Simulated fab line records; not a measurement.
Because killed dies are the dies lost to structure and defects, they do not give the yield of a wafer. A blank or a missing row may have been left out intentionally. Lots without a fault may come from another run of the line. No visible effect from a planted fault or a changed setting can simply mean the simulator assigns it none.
Comparing a struck lot with a sound one ; flow rit-cmos ; 22 steps out of a route of 202
Sound: the wafers L196.4, L196.5, L196.6. Wafers struck: L204.2, L204.3, L204.5. The cause comes at the end.
At each step with rows: each side's tool, then ch and its chambers, then its first start. Under that, the readings that differ: sound wafers ; struck wafers ; difference of the means ; sigmas: that difference in standard deviations of wafers without a fault.
alike: a reading whose means differ by less than 2 such deviations, as well as words and numbers matching on both sides. not compared: withheld readings; readings where some wafer has no value; bounds like >300 that might hide an equal value; numbers whose values overlap and for which the record gives no deviation.
A row with sigmas, a row that says differs or no value, or rows on one side alone: a step with any of these is where the two part. Non-overlapping numbers with no deviation appear without sigmas and do not part them. Lack of a reading on every wafer of one side parts them only where that side has two or more wafers.

first, 5 steps without rows for these wafers: RIT_GATE_WET_ETCH_00 (etches SiO2 in BOE, target depth 56 nm, time 60 s); RIT_GATE_CLEAN_01 (cleans in SC1, time 600 s); RIT_GATE_CLEAN_02 (cleans in dHF, time 30 s); RIT_GATE_CLEAN_03 (cleans in SC2, time 600 s); RIT_GATE_CLEAN_04 (cleans in dHF, time 60 s).
RIT_FOX2_THK_MEAS_91:
  struck on film-metro-03, day 5 06:03; sound on film-metro-01, day 3 14:10
reading;sound;struck;difference;sigmas
FIELD_OXIDE_LEFT_2_THK (nm);252 252 252;266 266 263;+13;+2
then, 2 steps without rows for these wafers: RIT_GATE_OXIDATION_05 (target thk 3 nm, ox time 270 s); RIT_GATE_ANNEAL_06 (time 600 s).
RIT_GATE_THK_MEAS_07:
  struck on film-metro-01, day 5 07:26; sound on film-metro-02, day 3 15:32
  alike: GATE_OXIDE_THK
then, 1 step without rows for these wafers: RIT_GATE_CVD_08 (deposits poly-Si from SiH4, target thk 250 nm, time 2220 s).
RIT_GATE_THK_MEAS_09:
  struck on film-metro-01, day 5 09:10; sound on film-metro-02, day 3 18:41
  alike: GATE_POLY_THK
then, 1 step without rows for these wafers: RIT_GATE_HMDS_10 (prime time 60 s).
RIT_GATE_COAT_11: resist thk 850 nm.
  sound on litho-track-04 ch 0, day 3 18:57; struck on litho-track-02 ch 0, day 5 09:23
reading;sound;struck;difference;sigmas
model.NOVOLAK_of_GATE_COAT_11.thk-nm (nm);847.4 848.7 849.4;468.3 468.1 468.3;-380.3;
then, 4 steps without rows for these wafers: RIT_GATE_SOFTBAKE_12 (time 60 s); RIT_GATE_EXPOSE_13 (exposes mask M6, target cd 150 nm); RIT_GATE_PEB_14; RIT_GATE_DEVELOP_15 (develop time 50 s).
RIT_GATE_CD_MEAS_16 targets a cd of 150 nm.
  struck on cd-sem-02, day 5 10:12; sound on cd-sem-02, day 3 19:46
reading;sound;struck;difference;sigmas
cd-nm (nm);144.6 145.9 147.1;60.0 59.8 60.2;-85.9;-37
RIT_GATE_OVL_MEAS_17:
  struck on overlay-02, day 5 10:19; sound on overlay-02, day 3 19:51
  alike: GATE_OVL
then, 1 step without rows for these wafers: RIT_GATE_HARDBAKE_18 (time 60 s).
RIT_GATE_ETCH_19: etches poly-Si in SF6/CHF3/O2, stops on SiO2, time 165 s, target depth 312.5 nm.
  sound on rie-si-02 ch 1,2,3, day 3 20:01; struck on rie-si-02 ch 1,3, day 5 10:29
reading;sound;struck;difference;sigmas
model.NOVOLAK_of_GATE_COAT_11.thk-nm (nm);667.5 670.5 670.9;337.2 334.3 335.7;-333.9;
model.GATE.cd-nm (nm);144.7 145.9 147;60.02 59.61 60.58;-85.80;
  alike: drypump-motor-current-A, oes-product-au, throttle-valve-pct
  not compared: rf-hours-counter-h
RIT_GATE_STRIP_20: strips in O2, time 180 s.
  sound on plasma-asher-02 ch 0,1, day 3 20:11; struck on plasma-asher-01 ch 0,1, day 5 10:36
  alike: drypump-motor-current-A
  not compared: rf-hours-counter-h

## WHERE THEY PART
Earliest at RIT_FOX2_THK_MEAS_91; latest, in this record, at RIT_GATE_CD_MEAS_16. Later steps at which nothing parts them and some readings are alike: RIT_GATE_OVL_MEAS_17, RIT_GATE_ETCH_19, RIT_GATE_STRIP_20.

WHY: whatever the simulator had introduced
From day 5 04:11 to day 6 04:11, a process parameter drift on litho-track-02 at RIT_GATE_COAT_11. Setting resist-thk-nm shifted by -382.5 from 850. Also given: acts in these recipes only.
